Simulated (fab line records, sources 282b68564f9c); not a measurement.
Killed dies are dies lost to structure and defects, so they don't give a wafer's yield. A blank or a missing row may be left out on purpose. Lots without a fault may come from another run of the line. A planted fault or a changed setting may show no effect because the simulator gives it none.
Which tool did it? | flow rit_cmos | 7 lots, 21 wafers sampled, at 2 steps of a route of 202

WHAT THE GAUGES READ, wafer by wafer
RIT_GATE_THK_MEAS_07.
lot  | measured    | on            | GATE_OXIDE_THK (nm)
L200 | day 2 19:29 | film_metro-02 | 3.01 2.97 3.08
L202 | day 3 05:46 | film_metro-03 | 3.08 3.02 3.10
L204 | day 3 16:04 | film_metro-01 | 3.07 3.06 3.04
L210 | day 4 19:09 | film_metro-03 | 2.40 2.42 2.52
L215 | day 5 22:36 | film_metro-01 | 3.08 3.05 3.06
L217 | day 6 05:52 | film_metro-01 | 3.05 3.06 3.03
L221 | day 7 01:01 | film_metro-03 | 3.08 3.14 3.06

WHICH TOOL RAN EACH LOT (tool, then ch and the chambers of the sampled wafers, then the start)
lot  | RIT_GATE_OXIDATION_05
L200 | furnace-04 ch 0, day 2 16:08
L202 | furnace-03 ch 0, day 3 04:26
L204 | furnace-03 ch 0, day 3 13:29
L210 | furnace-04 ch 0, day 4 17:50
L215 | furnace-03 ch 0, day 5 21:16
L217 | furnace-01 ch 0, day 6 04:32
L221 | furnace-03 ch 0, day 6 22:22
- RIT_GATE_OXIDATION_05: target thk 3 nm, ox time 270 s.

THE ANSWER, worked out from the rows above alone
Rule: what is usual is taken from the lots themselves. Put in order of their means at a reading, lots are off if they are a third of the lots or fewer, leave a main group of 4 or more, and stand apart from it by a gap of 3 or more times the standard deviation of the main group's means; of several such gaps the widest counts. A main group whose means are all the same, to the digits that the tables above print for the reading, isn't used. A lot without any number at a reading at which 4 lots or more have one is off too. The other lots that the step has rows for count as sound.
Off: L210, at RIT_GATE_THK_MEAS_07 (GATE_OXIDE_THK). The main group: mean 3.06 nm, standard deviation 0.022.
A tool fits if, at a process step before that reading, it ran every lot that is off, and no sound lot after the first of them. The gauges at RIT_GATE_THK_MEAS_07 are tried like those tools. One fits: furnace-04 at RIT_GATE_OXIDATION_05. Its last sound lot is L200 (day 2 16:08), its first lot that is off L210 (day 4 17:50): a fault that began between those two fits.

WHAT THE SIMULATOR HAD PUT IN
Process parameter drift: furnace-04, from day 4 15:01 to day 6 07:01, at RIT_GATE_OXIDATION_05. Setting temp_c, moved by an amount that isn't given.
Lots struck among those shown: L210. The rule above found the same.
